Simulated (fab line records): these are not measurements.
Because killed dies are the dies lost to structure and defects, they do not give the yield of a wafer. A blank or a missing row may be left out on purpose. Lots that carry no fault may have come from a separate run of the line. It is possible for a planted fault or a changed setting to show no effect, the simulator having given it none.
Which tool did it? ; flow rit-cmos ; 14 lots with 42 wafers sampled at 5 steps, on a route of 202 steps

== WHAT THE GAUGES SHOWED, per wafer ==
RIT_FOX2_THK_MEAS_90.
lot;measured;on;FIELD_OXIDE_LEFT_1_THK (nm)
L216;day 2 02:24;film-metro-01;338 340 340
L217;day 2 06:44;film-metro-03;329 332 321
L219;day 2 15:58;film-metro-03;313 317 319
L220;day 2 22:22;film-metro-01;328 321 329
L221;day 3 01:22;film-metro-01;327 315 319
L222;day 3 10:32;film-metro-01;321 320 319
L223;day 3 14:05;film-metro-01;317 320 319
L225;day 4 00:29;film-metro-02;322 320 322
L226;day 4 03:54;film-metro-01;327 322 319
L227;day 4 09:01;film-metro-01;328 333 333
L229;day 4 23:02;film-metro-02;320 319 318
L230;day 5 01:00;film-metro-02;325 320 324
L235;day 6 02:16;film-metro-03;319 316 320
L238;day 6 16:19;film-metro-02;315 309 320

RIT_GATE_CD_MEAS_90: target cd 150 nm.
lot;measured;on;cd-nm (nm)
L216;day 2 21:37;cd-sem-01;153.3 153.0 153.0
L217;day 3 01:01;cd-sem-01;150.9 153.7 150.9
L219;day 3 12:38;cd-sem-01;152.5 153.0 151.1
L220;day 3 18:12;cd-sem-02;147.9 148.9 149.5
L221;day 3 19:56;cd-sem-02;147.8 148.8 149.4
L222;day 4 06:10;cd-sem-01;147.7 147.6 150.3
L223;day 4 08:53;cd-sem-01;150.1 152.4 149.8
L225;day 4 22:24;cd-sem-02;150.9 148.9 150.7
L226;day 5 01:25;cd-sem-01;152.3 150.8 150.6
L227;day 5 04:25;cd-sem-01;150.4 150.8 150.1
L229;day 5 17:17;cd-sem-01;151.1 151.1 150.9
L230;day 5 18:27;cd-sem-01;150.3 151.8 151.9
L235;day 6 21:19;cd-sem-02;152.0 152.0 149.2
L238;day 7 12:44;cd-sem-02;144.6 148.3 147.6

RIT_SDANNEAL_RS_MEAS_06: measures by four-point-probe.
lot;measured;on;PLDD_RS (ohm/sq)
L216;day 3 11:11;film-metro-03;177.6 177.9 177.6
L217;day 3 13:07;film-metro-03;178.9 179.3 178.4
L219;day 4 00:35;film-metro-03;179.0 178.4 178.3
L220;day 4 07:20;film-metro-04;177.7 178.0 178.1
L221;day 4 09:29;film-metro-03;178.1 179.0 178.3
L222;day 4 18:57;film-metro-02;178.1 178.6 178.2
L223;day 4 22:31;film-metro-02;178.8 178.0 178.2
L225;day 5 11:05;film-metro-03;178.6 178.9 178.3
L226;day 5 13:38;film-metro-02;177.9 178.1 178.2
L227;day 5 18:50;film-metro-03;178.4 177.8 178.1
L229;day 6 06:02;film-metro-02;178.0 178.3 178.3
L230;day 6 08:09;film-metro-04;178.2 178.8 178.4
L235;day 7 09:44;film-metro-03;178.2 178.6 178.1
L238;day 8 01:26;film-metro-03;178.4 178.2 178.7

RIT_CONTACT_THK_MEAS_01.
lot;measured;on;CONTACT_TEOS_THK (nm)
L216;day 3 11:59;film-metro-03;397 401 409
L217;day 3 13:56;film-metro-03;391 392 405
L219;day 4 01:23;film-metro-03;397 402 406
L220;day 4 08:08;film-metro-04;398 399 411
L221;day 4 10:18;film-metro-01;396 393 396
L222;day 4 19:45;film-metro-04;399 399 408
L223;day 4 23:20;film-metro-01;395 393 395
L225;day 5 11:53;film-metro-03;395 400 410
L226;day 5 14:27;film-metro-03;400 397 404
L227;day 5 19:37;film-metro-03;406 401 404
L229;day 6 06:49;film-metro-04;405 398 400
L230;day 6 08:57;film-metro-03;393 392 393
L235;day 7 10:37;film-metro-01;498 402 395
L238;day 8 02:14;film-metro-03;402 409 508

== WHAT TOOL EACH LOT RAN ON (gives the tool, then ch and the chambers of the sampled wafers, and finally the start) ==
lot;RIT_CONTACT_CVD_00
L216;pecvd-02 ch 0,2, day 3 11:56
L217;pecvd-04 ch 0,2, day 3 13:52
L219;pecvd-02 ch 0,1, day 4 01:20
L220;pecvd-04 ch 0,1, day 4 08:04
L221;pecvd-03 ch 0,1,2, day 4 10:14
L222;pecvd-02 ch 0,1, day 4 19:41
L223;pecvd-04 ch 0,1,2, day 4 23:17
L225;pecvd-02 ch 0,2, day 5 11:50
L226;pecvd-04 ch 0,1, day 5 14:24
L227;pecvd-03 ch 0,1,2, day 5 19:33
L229;pecvd-04 ch 0,1,2, day 6 06:46
L230;pecvd-03 ch 0,1, day 6 08:53
L235;pecvd-04 ch 0,1,2, day 7 10:34
L238;pecvd-04 ch 0,1, day 8 02:11
- RIT_CONTACT_CVD_00: deposits SiO2 from TEOS, target thk 400 nm, time 61 s.

== AS READ BY THE TOOLS THEMSELVES (means over the sampled wafers that have a number; for cases with no such wafer, the mark the record gives instead) ==
RIT_CONTACT_CVD_00.
lot;tool;heater-power-w (W)
L216;pecvd-02;326
L217;pecvd-04;370
L219;pecvd-02;345
L220;pecvd-04;310
L221;pecvd-03;379
L222;pecvd-02;324
L223;pecvd-04;305
L225;pecvd-02;304
L226;pecvd-04;279
L227;pecvd-03;337
L229;pecvd-04;295
L230;pecvd-03;334
L235;pecvd-04;317
L238;pecvd-04;319

== THE ANSWER, worked out from the rows above alone ==
Rule: the usual values come from the lots themselves. Put in order of their means at a reading, lots are off if they are a third of the lots or fewer, leave a main group of 4 or more, and stand apart from it by a gap of 3 or more times the standard deviation of the main group's means; of several such gaps the widest counts. A main group is skipped when, at the precision printed for the reading in the tables above, its means are all equal. Also off: a lot with no number at a reading for which 4 or more lots have one. Where the step has rows for the other lots, those lots are counted as sound. First the gauges in route order, then the tools' own readings, where a lot's mean is used as printed above. The first step at which some lot is off is used, and at that step the reading that is off furthest; a lot without a number counts as furthest.
Off: L235, L238, at RIT_CONTACT_THK_MEAS_01 (CONTACT_TEOS_THK). Mean 399 nm and standard deviation 3.6 in the main group.
If a tool, at a process step before that reading, ran all the lots that are off and no sound lot after the first of them, it fits. Gauges at RIT_CONTACT_THK_MEAS_01: tried the same way as those tools. One fits: pecvd-04 at RIT_CONTACT_CVD_00. A fault onset in the window from L229 (day 6 06:46, its last sound lot) to L235 (day 7 10:34, its first lot off) fits.

== WHAT THE SIMULATOR PUT IN ==
pecvd-04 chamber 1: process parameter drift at RIT_CONTACT_CVD_00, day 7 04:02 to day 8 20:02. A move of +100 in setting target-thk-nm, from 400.
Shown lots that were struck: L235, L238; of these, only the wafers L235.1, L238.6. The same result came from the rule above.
